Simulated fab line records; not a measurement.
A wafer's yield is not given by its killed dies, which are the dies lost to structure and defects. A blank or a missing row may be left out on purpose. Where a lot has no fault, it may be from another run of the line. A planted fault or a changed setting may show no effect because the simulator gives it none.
A struck lot beside a sound one || flow berkeley cmos170 || 17 steps out of a route of 331
Sound: these wafers, L722.2, L722.4, L722.5. Wafers L720.2, L720.3, L720.6 were the ones struck. The cause is given at the end.
For every step that has rows: the tool of each side, followed by ch and its chambers, followed by its first start. Under that, the readings that differ: sound wafers || struck wafers || difference of the means || sigmas: that difference in standard deviations of wafers without a fault.
alike: readings with means less than 2 such deviations apart, plus words and numbers identical on both sides. not compared: withheld readings, readings lacking a value on some wafer, bounds such as >300 that could conceal the same value, and numbers that have no deviation in the record and whose values overlap.
Wherever a step has rows on one side only, a row that says differs or no value, or a row with sigmas, the two part there. Numbers that have no deviation but don't overlap get no sigmas and don't part them. Lack of a reading on every wafer of one side parts them only where that side has two or more wafers.

first, 3 steps without rows for these wafers: UCB170_BACKSIDE_HMDS_00 (prime time 60 s); UCB170_BACKSIDE_COAT_01 (resist thk 900 nm); UCB170_BACKSIDE_SOFTBAKE_02 (time 60 s).
UCB170_BACKSIDE_STRIP_03: strips in O2.
  sound on plasma asher-01 ch 0,1, day 10 20:34; struck on plasma asher-03 ch 0,1, day 10 05:46
  alike: drypump motor current A, oes product au, strip time to endpoint s
  not compared: rf hours counter h
then, 1 step without rows for these wafers: UCB170_BACKSIDE_CLEAN_04 (cleans in SPM, time 600 s).
UCB170_SDANNEAL_RTA_00: time 10 s.
  sound on rtp anneal-02 ch 0, day 10 20:52; struck on rtp anneal-01 ch 0, day 10 06:04
{"reading": "lamp power pct (%)", "sound": "23.79 23.80 23.79", "struck": "24.01 24.03 24.04", "difference": "+0.23", "sigmas": "+2"}
  alike: wafer_temp_C_max
UCB170_SDANNEAL_RTA_01: time 5 s.
  sound on rtp anneal-02 ch 0, day 10 20:56; struck on rtp anneal-01 ch 0, day 10 06:08
  alike: lamp power pct, wafer_temp_C_max
UCB170_SDANNEAL_RS_MEAS_02: a four-point-probe measurement.
  sound on film metro-02 at day 10 20:59; struck on film metro-03 at day 10 06:12
  alike: PSD_RS
UCB170_SDANNEAL_RS_MEAS_03: a four-point-probe measurement.
  sound on film metro-02 at day 10 21:07; struck on film metro-03 at day 10 06:19
  alike: NSD_RS
UCB170_SDANNEAL_RS_MEAS_04: a four-point-probe measurement.
  sound on film metro-02 at day 10 21:14; struck on film metro-03 at day 10 06:26
  alike: PLDD_RS
UCB170_SDANNEAL_RS_MEAS_05: a four-point-probe measurement.
  sound on film metro-02 at day 10 21:21; struck on film metro-03 at day 10 06:34
  alike: NLDD_RS
then, 1 step without rows for these wafers: UCB170_SILICIDE_PRE_CLEAN_00 (preclean etch time 60 s).
UCB170_SILICIDE_SPUTTER_01: material Ti, target thk 30 nm, time 25 s.
  sound on pvd sputter-02 at day 10 21:31; struck on pvd sputter-02 at day 10 06:44
  no value came back on the struck wafers for cathode dc power W (W), chamber pressure pa (Pa), throttle valve pct (%); on the sound wafers cathode dc power W (W) reads 1500.1 1500.2 1500.7
UCB170_SILICIDE_RS_MEAS_02: a four-point-probe measurement.
  sound on film metro-04 at day 10 21:34; struck on film metro-01 at day 10 06:47
{"reading": "SILICIDE_TI_RS (ohm/sq)", "sound": "26.45 26.67 27.00", "struck": "- - -", "difference": "no value on the struck wafers", "sigmas": ""}
UCB170_SILICIDE_THK_MEAS_03: measures by xrf.
  sound on film metro-04 at day 10 21:41; struck on film metro-01 at day 10 06:53
{"reading": "SILICIDE_TI_THK (nm)", "sound": "29.59 29.44 29.40", "struck": "<0.00 <0.00 <0.00", "difference": "differs", "sigmas": ""}
UCB170_SILICIDE_RTA_04: time 15 s.
  sound on rtp anneal-01 ch 0, day 10 21:44; struck on rtp anneal-02 ch 0, day 10 06:57
  alike: lamp power pct, wafer_temp_C_max
UCB170_M3_PROBE_99:
  only the struck wafers here have rows in the record (prober-01, day 11 04:43); the sound ones have none

## WHERE THEY PART
At UCB170_SDANNEAL_RTA_00 first; at UCB170_M3_PROBE_99 last (within this record only).

WHY: the cause the simulator had injected
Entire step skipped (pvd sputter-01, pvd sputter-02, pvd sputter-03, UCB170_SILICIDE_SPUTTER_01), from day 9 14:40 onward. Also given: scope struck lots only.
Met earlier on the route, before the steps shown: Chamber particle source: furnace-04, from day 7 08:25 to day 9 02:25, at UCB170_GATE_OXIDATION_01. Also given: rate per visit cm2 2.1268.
